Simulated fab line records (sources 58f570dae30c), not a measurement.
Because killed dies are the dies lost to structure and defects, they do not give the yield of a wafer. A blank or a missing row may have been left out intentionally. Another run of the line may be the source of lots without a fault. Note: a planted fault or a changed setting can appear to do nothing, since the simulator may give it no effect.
fab line records	flow berkeley-cmos170
record: lots: 5	wafers: 23
route steps=331 shown PWELL@39 PFIELD@86 NVT@105 PVT@122 PLDD@146 NLDD@162 NSD@195 SDANNEAL@205 CONTACT@217
start-h: the number of hours between the record's first day and the start of the first shown wafer of the lot	wait-h: hours since the lot's step before	" the same as in the row above	L1.1+2: a single row standing in for several wafers	- value missing, or start not given	* or withheld: withheld	< > ~ a bound
route shown NAME@n: NAME is a module with steps in the file, n the number in the route of the first one	usual: the fault-free wafers' mean and standard deviation	same: alike in all rows	chamber/n: place in a boat	sites: each site's reading	_std_site: standard deviation of those values	_edge_site: inner sites' mean taken away from outer sites' mean	radius-mm: for every site, how far away it sits from the centre of the wafer	mask NAME#n: copy n	behind: the last tool/chamber to shape the wafer	hold: the reason the lot was held/the length of the hold in hours/how it ended	device: whichever transistor did not switch (one of n, p or np)	end of line: at the end of the route, the tests of the same wafers	a step with no rows: only its recipe	killed: dies that structure and defects cost at the first sort, which is not the same as the wafer's yield	map: shows each die of a wafer: x if killed, . if not, _ if none is there
set.NAME: the setting the step ran with; set.NAME@STEP: the setting that earlier step ran with	model.NAME: the simulator's own value behind a step, which no gauge read
lots where settings were altered on purpose, with a table for each step and a row for each wafer
== steps ==
step: UCB170_PWELL_CVD_05
recipe: material: Si3N4	target-thk-nm: 220	temp-c: 800	precursor: SiH2Cl2/NH3	time-s: 3300	pressure-mtorr: 200	sih2cl2-flow-sccm: 25	nh3-flow-sccm: 75
lot.wafer	tool	chamber	start-h	wait-h	set.pressure-mtorr	model.Si3N4_of_PWELL_CVD_05.thk-nm
L075.1+5	-	-	-	-	209.1	224.2
L075.3	"	-	"	"	209.1	223.1
L075.4	"	-	"	"	209.1	224.9
L075.6	"	-	"	"	209.1	225.9
L078.2+4	-	-	-	-	171.8	214.3
L078.3	"	-	"	"	171.8	215.1
L078.5	"	-	"	"	171.8	215.2
L078.6	"	-	"	"	171.8	214.1
L079.1	-	-	-	-	200	223.2
L079.2	"	-	"	"	200	221.3
L079.3	"	-	"	"	200	222.2
L079.4	"	-	"	"	200	224.2
L079.6	"	-	"	"	200	223.5
L081.1	-	-	-	-	175.5	211.3
L081.3	"	-	"	"	175.5	210.6
L081.4	"	-	"	"	175.5	211.2
L081.5	"	-	"	"	175.5	212.7
L081.6	"	-	"	"	175.5	211.7
L084.1	lpcvd-02	1	95.65	0.0	200	222.1
L084.2	"	1	"	"	200	219.4
L084.5	"	1	"	"	200	220.6
step: UCB170_PWELL_COAT_08
recipe: resist: KrF	spin-rpm: 1500	resist-thk-nm: 900
lot.wafer	tool	chamber	start-h	wait-h	set.spin-rpm	model.KrF_of_PWELL_COAT_08.thk-nm
L075.1	litho-track-03	0	63.76	0.1	1462	913.6
L075.3	"	0	"	"	1500	901.3
L075.4	"	0	"	"	1500	900.5
L075.5	"	0	"	"	1500	901.2
L075.6	"	0	"	"	1462	914.5
L078.2	litho-track-03	0	75.71	0.1	1500	898.7
L078.3	"	0	"	"	1500	905
L078.4	"	0	"	"	1500	901.5
L078.5	"	0	"	"	1500	901.2
L078.6	"	0	"	"	1500	901.9
L079.1	litho-track-04	0	85.70	0.1	1552	884
L079.2	"	0	"	"	1500	903.1
L079.3	"	0	"	"	1552	884.1
L079.4	"	0	"	"	1500	900.8
L079.6	"	0	"	"	1500	900.6
L081.1	litho-track-02	0	94.03	0.1	1500	904
L081.3	"	0	"	"	1500	906.7
L081.4	"	0	"	"	1500	904.1
L081.5	"	0	"	"	1500	903.8
L081.6	"	0	"	"	1500	903
L084.1	litho-track-02	0	98.12	0.1	1500	904.6
L084.2	"	0	"	"	1500	906.6
L084.5	"	0	"	"	1500	905.2
step: UCB170_PWELL_PEB_11
recipe: peb-temp-c: 130	peb-time-s: withheld	resist: KrF
lot.wafer	tool	chamber	start-h	wait-h	set.peb-temp-c
L075.1+3+4	litho-track-02	0	64.66	0.6	130
L075.5+6	"	0	"	"	126.7
L078.2+4+6	litho-track-03	0	76.28	0.3	128.1
L078.3+5	"	0	"	"	130
L079.1+3+6	litho-track-03	0	86.84	0.6	132.7
L079.2+4	"	0	"	"	130
L081.1+3+4+5+6	litho-track-04	0	94.69	0.1	130
L084.1+2+5	litho-track-03	0	99.62	1.0	130
step: UCB170_PWELL_DEVELOP_12
recipe: developer: TMAH	develop-time-s: 45	resist: KrF	dev-temp-c: 21
step: UCB170_PWELL_ETCH_14
recipe: chemistry: CH3F/Ar/O2	target: Si3N4	stop-on: SiO2	CH3F_flow_sccm: 20	Ar_flow_sccm: 50	O2_flow_sccm: 7	pressure-mtorr: 50	rf-w: 450	target-depth-a: 2420	over-etch-frac: 0.1	time-s: 151
lot.wafer	tool	chamber	start-h	wait-h	set.peb-temp-c@PWELL_PEB_11	model.PWELL.cd-nm
L075.1+3+4	rie-diel-04	3,0,1	64.97	0.0	130	3000
L075.5+6	"	3,0	"	"	126.7	2974
L078.2+4	rie-diel-03	0,2	76.57	0.0	128.1	2985
L078.3+5	"	1,2	"	"	130	2998
L078.6	"	1	"	"	128.1	2983
L079.1+3	rie-diel-03	0,3	87.15	0.0	132.7	3019
L079.2	"	1	"	"	130	3003
L079.4	"	2	"	"	130	3002
L079.6	"	3	"	"	132.7	3018
L081.1+4+5	rie-diel-02	1,2,0	95.00	0.0	130	2998
L081.3	"	3	"	"	130	2997
L081.6	"	3	"	"	130	2999
L084.1	rie-diel-04	1	99.93	0.0	130	2998
L084.2+5	"	2,3	"	"	130	2997
step: UCB170_PFIELD_IMPLANT_07
recipe: species: B	dose-cm2: 2e+13	energy-kev: 80	tilt-deg: 7
lot.wafer	tool	chamber	start-h	wait-h	set.dose-cm2
L075.1+3+5	implanter-04	0	101.06	0.0	2e+13
L075.4+6	"	0	"	"	1.883e+13
L078.2+4+5	implanter-01	0	110.38	0.0	1.857e+13
L078.3+6	"	0	"	"	2e+13
L079.1+2+4	implanter-04	0	119.50	0.0	1.931e+13
L079.3+6	"	0	"	"	2e+13
L081.1+3+4+5+6	implanter-02	0	130.22	0.0	2e+13
L084.1+2+5	implanter-01	0	130.92	0.0	2e+13
step: UCB170_PFIELD_STRIP_08
recipe: chemistry: O2	power-w: 400	pressure-mtorr: 3500	platen-temp-c: withheld	o2-flow-sccm: 400	overash-fraction: 0.5
step: UCB170_PFIELD_TW_MEAS_09
usual: PFIELD_TW: 605/4.8
lot.wafer	tool	chamber	start-h	wait-h	set.dose-cm2@PFIELD_IMPLANT_07	PFIELD_TW
L075.1	film-metro-02	-	101.31	0.1	2e+13	613
L075.3	"	-	"	"	2e+13	607
L075.4	"	-	"	"	1.883e+13	599
L075.5	"	-	"	"	2e+13	611
L075.6	"	-	"	"	1.883e+13	600
L078.2	film-metro-03	-	110.62	0.1	1.857e+13	584
L078.3	"	-	"	"	2e+13	598
L078.4	"	-	"	"	1.857e+13	583
L078.5	"	-	"	"	1.857e+13	582
L078.6	"	-	"	"	2e+13	598
L079.1	film-metro-03	-	119.75	0.1	1.931e+13	593
L079.2	"	-	"	"	1.931e+13	591
L079.3	"	-	"	"	2e+13	594
L079.4	"	-	"	"	1.931e+13	593
L079.6	"	-	"	"	2e+13	594
L081.1	film-metro-02	-	130.47	0.1	2e+13	606
L081.3	"	-	"	"	2e+13	607
L081.4	"	-	"	"	2e+13	606
L081.5	"	-	"	"	2e+13	606
L081.6	"	-	"	"	2e+13	607
L084.1	film-metro-04	-	131.20	0.1	2e+13	608
L084.2	"	-	"	"	2e+13	607
L084.5	"	-	"	"	2e+13	604
step: UCB170_NVT_COAT_01
recipe: resist: KrF	spin-rpm: 1500	resist-thk-nm: 900
lot.wafer	tool	chamber	start-h	wait-h	set.spin-rpm	model.KrF_of_NVT_COAT_01.thk-nm
L075.1	litho-track-04	0	140.38	0.1	1388	933.8
L075.3	"	0	"	"	1500	898.7
L075.4	"	0	"	"	1500	898.5
L075.5	"	0	"	"	1388	935.4
L075.6	"	0	"	"	1388	932.8
L078.2	litho-track-01	0	150.64	0.1	1500	906.4
L078.3	"	0	"	"	1500	907.3
L078.4	"	0	"	"	1500	904.8
L078.5	"	0	"	"	1500	905.7
L078.6	"	0	"	"	1500	907.5
L079.1	litho-track-01	0	153.06	0.1	1500	903.3
L079.2	"	0	"	"	1434	925.2
L079.3	"	0	"	"	1434	926
L079.4	"	0	"	"	1434	924.9
L079.6	"	0	"	"	1500	902.6
L081.1	litho-track-03	0	162.19	0.1	1433	923.5
L081.3	"	0	"	"	1500	903.9
L081.4	"	0	"	"	1500	901.9
L081.5	"	0	"	"	1433	922.5
L081.6	"	0	"	"	1500	901.4
L084.1	litho-track-03	0	162.64	0.1	1500	898.8
L084.2	"	0	"	"	1500	900.3
L084.5	"	0	"	"	1500	903.5
step: UCB170_NVT_SOFTBAKE_02
recipe: resist: KrF	temp-c: 130	time-s: 60
step: UCB170_NVT_EXPOSE_03
recipe: mask-id: PWELL	target-cd-nm: 3000	na: 0.5	sigma-outer: 0.6	source-shape: conventional	dose-mj: 30
step: UCB170_NVT_IMPLANT_07
recipe: species: BF2	dose-cm2: 3e+12	energy-kev: 50	tilt-deg: 7
step: UCB170_NVT_STRIP_08
recipe: chemistry: O2	power-w: 400	pressure-mtorr: 3500	platen-temp-c: withheld	o2-flow-sccm: 400	overash-fraction: 0.5
usual: strip-time-to-endpoint-s: 21.66/0.094
lot.wafer	tool	chamber	start-h	wait-h	set.spin-rpm@NVT_COAT_01	strip-time-to-endpoint-s
L075.1	plasma-asher-02	0	141.45	0.1	1388	22.44
L075.3	"	0	"	"	1500	21.59
L075.4	"	1	"	"	1500	21.60
L075.5	"	1	"	"	1388	22.48
L075.6	"	0	"	"	1388	22.42
L078.2	plasma-asher-01	0	152.10	0.1	1500	21.79
L078.3	"	1	"	"	1500	21.81
L078.4	"	0	"	"	1500	21.75
L078.5	"	1	"	"	1500	21.77
L078.6	"	0	"	"	1500	21.81
L079.1	plasma-asher-04	0	155.45	0.1	1500	21.72
L079.2	"	1	"	"	1434	22.23
L079.3	"	1	"	"	1434	22.25
L079.4	"	0	"	"	1434	22.22
L079.6	"	0	"	"	1500	21.69
L081.1	plasma-asher-01	1	163.07	0.1	1433	22.19
L081.3	"	0	"	"	1500	21.72
L081.4	"	1	"	"	1500	21.66
L081.5	"	1	"	"	1433	22.15
L081.6	"	0	"	"	1500	21.65
L084.1	plasma-asher-02	1	163.67	0.1	1500	21.61
L084.2	"	0	"	"	1500	21.64
L084.5	"	1	"	"	1500	21.70
step: UCB170_PVT_IMPLANT_07
recipe: species: P	dose-cm2: 2e+12	energy-kev: 30	tilt-deg: 7
lot.wafer	tool	chamber	start-h	wait-h	set.dose-cm2
L075.1+6	implanter-04	0	143.40	0.0	2e+12
L075.3+4+5	"	0	"	"	2.105e+12
L078.2+6	implanter-04	0	155.60	0.0	2.138e+12
L078.3+4+5	"	0	"	"	2e+12
L079.1+2	implanter-01	0	157.67	0.0	2.127e+12
L079.3+4+6	"	0	"	"	2e+12
L081.1+6	implanter-01	0	164.69	0.0	1.851e+12
L081.3+4+5	"	0	"	"	2e+12
L084.1+2+5	implanter-04	0	165.28	0.0	2e+12
step: UCB170_PVT_STRIP_08
recipe: chemistry: O2	power-w: 400	pressure-mtorr: 3500	platen-temp-c: withheld	o2-flow-sccm: 400	overash-fraction: 0.5
step: UCB170_PVT_TW_MEAS_09
usual: PVT_TW: 510.8/2.9
lot.wafer	tool	chamber	start-h	wait-h	set.dose-cm2@PVT_IMPLANT_07	PVT_TW
L075.1	film-metro-01	-	143.65	0.1	2e+12	505.3
L075.3	"	-	"	"	2.105e+12	512.4
L075.4	"	-	"	"	2.105e+12	513.9
L075.5	"	-	"	"	2.105e+12	514.2
L075.6	"	-	"	"	2e+12	505.1
L078.2	film-metro-02	-	155.83	0.1	2.138e+12	524.1
L078.3	"	-	"	"	2e+12	509.0
L078.4	"	-	"	"	2e+12	514.4
L078.5	"	-	"	"	2e+12	516.8
L078.6	"	-	"	"	2.138e+12	523.1
L079.1	film-metro-02	-	157.92	0.1	2.127e+12	523.9
L079.2	"	-	"	"	2.127e+12	524.9
L079.3	"	-	"	"	2e+12	512.6
L079.4	"	-	"	"	2e+12	512.9
L079.6	"	-	"	"	2e+12	515.4
L081.1	film-metro-04	-	164.94	0.1	1.851e+12	498.2
L081.3	"	-	"	"	2e+12	509.8
L081.4	"	-	"	"	2e+12	508.9
L081.5	"	-	"	"	2e+12	511.6
L081.6	"	-	"	"	1.851e+12	497.9
L084.1	film-metro-01	-	165.57	0.1	2e+12	508.8
L084.2	"	-	"	"	2e+12	507.3
L084.5	"	-	"	"	2e+12	510.0
step: UCB170_PLDD_COAT_01
recipe: resist: KrF	spin-rpm: 1500	resist-thk-nm: 900
lot.wafer	tool	chamber	start-h	wait-h	set.resist-thk-nm	model.KrF_of_PLDD_COAT_01.thk-nm
L075.1	litho-track-01	0	157.41	0.1	900	900.5
L075.3	"	0	"	"	900	898.6
L075.4	"	0	"	"	900	899.7
L075.5	"	0	"	"	860.1	859.6
L075.6	"	0	"	"	860.1	861.6
L078.2	litho-track-04	0	168.95	0.1	900	901.1
L078.3	"	0	"	"	900	897.8
L078.4	"	0	"	"	900	900.9
L078.5	"	0	"	"	900	901.7
L078.6	"	0	"	"	900	899.7
L079.1	litho-track-02	0	169.00	0.1	853.1	857
L079.2	"	0	"	"	853.1	855.2
L079.3	"	0	"	"	900	905.2
L079.4	"	0	"	"	900	903
L079.6	"	0	"	"	853.1	855.4
L081.1	litho-track-04	0	179.99	0.1	900	900.1
L081.3	"	0	"	"	900	898
L081.4	"	0	"	"	900	900.3
L081.5	"	0	"	"	949.8	949.6
L081.6	"	0	"	"	949.8	948.7
L084.1	litho-track-04	0	181.62	0.1	900	898.2
L084.2	"	0	"	"	900	903.4
L084.5	"	0	"	"	900	900.6
step: UCB170_NLDD_PEB_04
recipe: peb-temp-c: 130	peb-time-s: withheld	resist: KrF
lot.wafer	tool	chamber	start-h	wait-h	set.peb-temp-c
L075.1+3+6	litho-track-01	0	160.20	0.6	130
L075.4+5	"	0	"	"	131.5
L078.2+3+4+5+6	litho-track-01	0	172.05	0.7	130
L079.1+2+3+4+6	litho-track-04	0	172.75	0.7	130
L081.1+4+5	litho-track-04	0	184.09	0.6	133.8
L081.3+6	"	0	"	"	130
L084.1+2+5	litho-track-01	0	185.94	0.7	130
step: UCB170_NLDD_DEVELOP_05
recipe: developer: TMAH	develop-time-s: 45	resist: KrF	dev-temp-c: 21
step: UCB170_NLDD_CD_MEAS_06
recipe: target-cd-nm: 1200
usual: cd-nm: 1199.7/1.5
lot.wafer	tool	chamber	start-h	wait-h	set.peb-temp-c@NLDD_PEB_04	cd-nm
L075.1	cd-sem-01	-	160.48	-	130	1198.8
L075.3	"	-	"	"	130	1198.1
L075.4	"	-	"	"	131.5	1208.9
L075.5	"	-	"	"	131.5	1209.4
L075.6	"	-	"	"	130	1198.8
L078.2	cd-sem-01	-	172.38	-	130	1198.8
L078.3	"	-	"	"	130	1198.4
L078.4	"	-	"	"	130	1199.2
L078.5	"	-	"	"	130	1198.5
L078.6	"	-	"	"	130	1199.1
L079.1	cd-sem-01	-	173.34	-	130	1198.4
L079.2	"	-	"	"	130	1199.2
L079.3	"	-	"	"	130	1198.7
L079.4	"	-	"	"	130	1198.7
L079.6	"	-	"	"	130	1197.9
L081.1	cd-sem-02	-	184.37	-	133.8	1222.5
L081.3	"	-	"	"	130	1201.0
L081.4	"	-	"	"	133.8	1221.6
L081.5	"	-	"	"	133.8	1221.8
L081.6	"	-	"	"	130	1199.9
L084.1	cd-sem-01	-	186.21	-	130	1200.9
L084.2	"	-	"	"	130	1200.5
L084.5	"	-	"	"	130	1201.0
step: UCB170_NSD_IMPLANT_08
recipe: species: P	dose-cm2: 3e+15	energy-kev: 40	tilt-deg: 7
lot.wafer	tool	chamber	start-h	wait-h	set.dose-cm2
L075.1+4	implanter-03	0	173.02	0.0	3e+15
L075.3+5+6	"	0	"	"	2.911e+15
L078.2+3+4+5+6	implanter-03	0	182.32	0.0	3e+15
L079.1+3+4	implanter-04	0	183.71	0.0	3.118e+15
L079.2+6	"	0	"	"	3e+15
L081.1+6	implanter-03	0	194.23	0.0	2.817e+15
L081.3+4+5	"	0	"	"	3e+15
L084.1+2+5	implanter-03	0	194.94	0.0	3e+15
step: UCB170_NSD_STRIP_09
recipe: chemistry: O2	power-w: 400	pressure-mtorr: 3500	platen-temp-c: withheld	o2-flow-sccm: 400	overash-fraction: 0.5
usual: strip-time-to-endpoint-s: 36.09/0.074
lot.wafer	tool	chamber	start-h	wait-h	set.dose-cm2@NSD_IMPLANT_08	strip-time-to-endpoint-s
L075.1	plasma-asher-03	0	173.17	0.1	3e+15	36.17
L075.3	"	1	"	"	2.911e+15	35.89
L075.4	"	0	"	"	3e+15	36.18
L075.5	"	1	"	"	2.911e+15	35.88
L075.6	"	0	"	"	2.911e+15	35.93
L078.2	plasma-asher-02	0	182.44	0.1	3e+15	36.01
L078.3	"	0	"	"	3e+15	36.16
L078.4	"	1	"	"	3e+15	36.08
L078.5	"	1	"	"	3e+15	36.11
L078.6	"	0	"	"	3e+15	36.07
L079.1	plasma-asher-02	1	183.86	0.1	3.118e+15	36.39
L079.2	"	0	"	"	3e+15	36.07
L079.3	"	0	"	"	3.118e+15	36.47
L079.4	"	1	"	"	3.118e+15	36.41
L079.6	"	1	"	"	3e+15	36.08
L081.1	plasma-asher-04	0	194.38	0.1	2.817e+15	35.66
L081.3	"	1	"	"	3e+15	36.18
L081.4	"	0	"	"	3e+15	36.20
L081.5	"	0	"	"	3e+15	36.16
L081.6	"	1	"	"	2.817e+15	35.68
L084.1	plasma-asher-03	1	195.09	0.1	3e+15	35.94
L084.2	"	0	"	"	3e+15	35.95
L084.5	"	0	"	"	3e+15	36.05
step: UCB170_NSD_CLEAN_11
recipe: chemistry: SPM	temp-c: 120	time-s: 600
step: UCB170_SDANNEAL_RTA_01
recipe: temp-c: 1050	time-s: 5.203	ambient: N2
step: UCB170_SDANNEAL_RS_MEAS_03
recipe: thk-meas-gauge: four-point-probe
usual: NSD_RS: 37.16/0.098
lot.wafer	tool	chamber	start-h	wait-h	set.dose-cm2@NSD_IMPLANT_08	NSD_RS[ohm/sq]
L075.1	film-metro-03	-	174.67	0.1	3e+15	37.05
L075.3	"	-	"	"	2.911e+15	37.73
L075.4	"	-	"	"	3e+15	37.09
L075.5	"	-	"	"	2.911e+15	37.60
L075.6	"	-	"	"	2.911e+15	37.62
L078.2	film-metro-04	-	184.87	0.1	3e+15	37.31
L078.3	"	-	"	"	3e+15	37.21
L078.4	"	-	"	"	3e+15	37.22
L078.5	"	-	"	"	3e+15	37.19
L078.6	"	-	"	"	3e+15	37.31
L079.1	film-metro-03	-	186.00	0.1	3.118e+15	36.54
L079.2	"	-	"	"	3e+15	37.09
L079.3	"	-	"	"	3.118e+15	36.50
L079.4	"	-	"	"	3.118e+15	36.54
L079.6	"	-	"	"	3e+15	37.17
L081.1	film-metro-01	-	196.04	0.1	2.817e+15	37.98
L081.3	"	-	"	"	3e+15	37.08
L081.4	"	-	"	"	3e+15	36.85
L081.5	"	-	"	"	3e+15	36.96
L081.6	"	-	"	"	2.817e+15	37.96
L084.1	film-metro-01	-	196.60	0.1	3e+15	37.23
L084.2	"	-	"	"	3e+15	37.23
L084.5	"	-	"	"	3e+15	37.19
step: UCB170_CONTACT_CVD_01
recipe: material: PSG	target-thk-nm: 700	temp-c: 450	precursor: SiH4/O2/PH3	time-s: 2820	pressure-mtorr: 300	sih4-flow-sccm: 60	o2-flow-sccm: 90	ph3-flow-sccm: 25
lot.wafer	tool	chamber	start-h	wait-h	set.pressure-mtorr	model.PSG_of_CONTACT_CVD_01.thk-nm
L075.1	-	-	-	0.0	318.2	731.5
L075.3	"	-	"	"	318.2	729.5
L075.4	"	-	"	"	318.2	727
L075.5	"	-	"	"	318.2	723.2
L075.6	"	-	"	"	318.2	726.8
L078.2	-	-	-	0.0	274.2	675
L078.3	"	-	"	"	274.2	671.4
L078.4	"	-	"	"	274.2	679.1
L078.5	"	-	"	"	274.2	679.3
L078.6	"	-	"	"	274.2	678.8
L079.1+4	-	-	-	0.5	260.9	651.1
L079.2	"	-	"	"	260.9	644.1
L079.3	"	-	"	"	260.9	645.8
L079.6	"	-	"	"	260.9	648.7
L081.1+6	-	-	-	0.0	300	706.9
L081.3	"	-	"	"	300	703.6
L081.4	"	-	"	"	300	705.6
L081.5	"	-	"	"	300	705.8
L084.1+5	lpcvd-02	1	198.73	1.2	300	696.1
L084.2	"	1	"	"	300	698
step: UCB170_CONTACT_THK_MEAS_02
recipe: reads: PSG_of_CONTACT_CVD_01
usual: CONTACT_PSG_THK: 702/4.9
lot.wafer	tool	chamber	start-h	wait-h	set.pressure-mtorr@CONTACT_CVD_01	CONTACT_PSG_THK[nm]
L075.1	film-metro-01	-	-	-	318.2	732
L075.3	"	-	"	"	318.2	729
L075.4	"	-	"	"	318.2	727
L075.5	"	-	"	"	318.2	723
L075.6	"	-	"	"	318.2	727
L078.2	film-metro-03	-	-	-	274.2	675
L078.3	"	-	"	"	274.2	671
L078.4	"	-	"	"	274.2	679
L078.5	"	-	"	"	274.2	679
L078.6	"	-	"	"	274.2	679
L079.1	film-metro-03	-	-	-	260.9	651
L079.2	"	-	"	"	260.9	644
L079.3	"	-	"	"	260.9	646
L079.4	"	-	"	"	260.9	651
L079.6	"	-	"	"	260.9	649
L081.1	film-metro-01	-	-	-	300	707
L081.3	"	-	"	"	300	703
L081.4	"	-	"	"	300	706
L081.5	"	-	"	"	300	706
L081.6	"	-	"	"	300	707
L084.1	film-metro-01	-	200.57	0.1	300	696
L084.2	"	-	"	"	300	698
L084.5	"	-	"	"	300	696
== key ==
split: step: UCB170_PWELL_CVD_05	setting: pressure-mtorr	stated: 200	by: lot
response: step: UCB170_PWELL_CVD_05	reading: model.Si3N4_of_PWELL_CVD_05.thk-nm	change: +0.643	per: 1%	r: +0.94
split: step: UCB170_PWELL_COAT_08	setting: spin-rpm	stated: 1500	by: wafer
response: step: UCB170_PWELL_COAT_08	reading: model.KrF_of_PWELL_COAT_08.thk-nm	change: -5.06	per: 1%	r: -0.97
split: step: UCB170_PWELL_PEB_11	setting: peb-temp-c	stated: 130	by: wafer
response: step: UCB170_PWELL_ETCH_14	reading: model.PWELL.cd-nm	change: +9.14	per: 1%	r: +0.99
split: step: UCB170_PFIELD_IMPLANT_07	setting: dose-cm2	stated: 2e+13	by: wafer
response: step: UCB170_PFIELD_TW_MEAS_09	reading: PFIELD_TW	change: +1.81	per: 1%	r: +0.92
split: step: UCB170_NVT_COAT_01	setting: spin-rpm	stated: 1500	by: wafer
response: step: UCB170_NVT_COAT_01	reading: model.KrF_of_NVT_COAT_01.thk-nm	change: -4.79	per: 1%	r: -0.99
response: step: UCB170_NVT_STRIP_08	reading: strip-time-to-endpoint-s	change: *	per: 1%	r: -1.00
split: step: UCB170_PVT_IMPLANT_07	setting: dose-cm2	stated: 2e+12	by: wafer
response: step: UCB170_PVT_TW_MEAS_09	reading: PVT_TW	change: +1.59	per: 1%	r: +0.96
split: step: UCB170_PLDD_COAT_01	setting: resist-thk-nm	stated: 900	by: wafer
response: step: UCB170_PLDD_COAT_01	reading: model.KrF_of_PLDD_COAT_01.thk-nm	change: +9.03	per: 1%	r: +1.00
split: step: UCB170_NLDD_PEB_04	setting: peb-temp-c	stated: 130	by: wafer
response: step: UCB170_NLDD_CD_MEAS_06	reading: cd-nm	change: +7.59	per: 1%	r: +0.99
split: step: UCB170_NSD_IMPLANT_08	setting: dose-cm2	stated: 3e+15	by: wafer
response: step: UCB170_NSD_STRIP_09	reading: strip-time-to-endpoint-s	change: *	per: 1%	r: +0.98
response: step: UCB170_SDANNEAL_RS_MEAS_03	reading: NSD_RS	change: -0.166	per: 1%	r: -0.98
split: step: UCB170_CONTACT_CVD_01	setting: pressure-mtorr	stated: 300	by: lot
response: step: UCB170_CONTACT_CVD_01	reading: model.PSG_of_CONTACT_CVD_01.thk-nm	change: +3.93	per: 1%	r: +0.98
response: step: UCB170_CONTACT_THK_MEAS_02	reading: CONTACT_PSG_THK	change: +3.93	per: 1%	r: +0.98
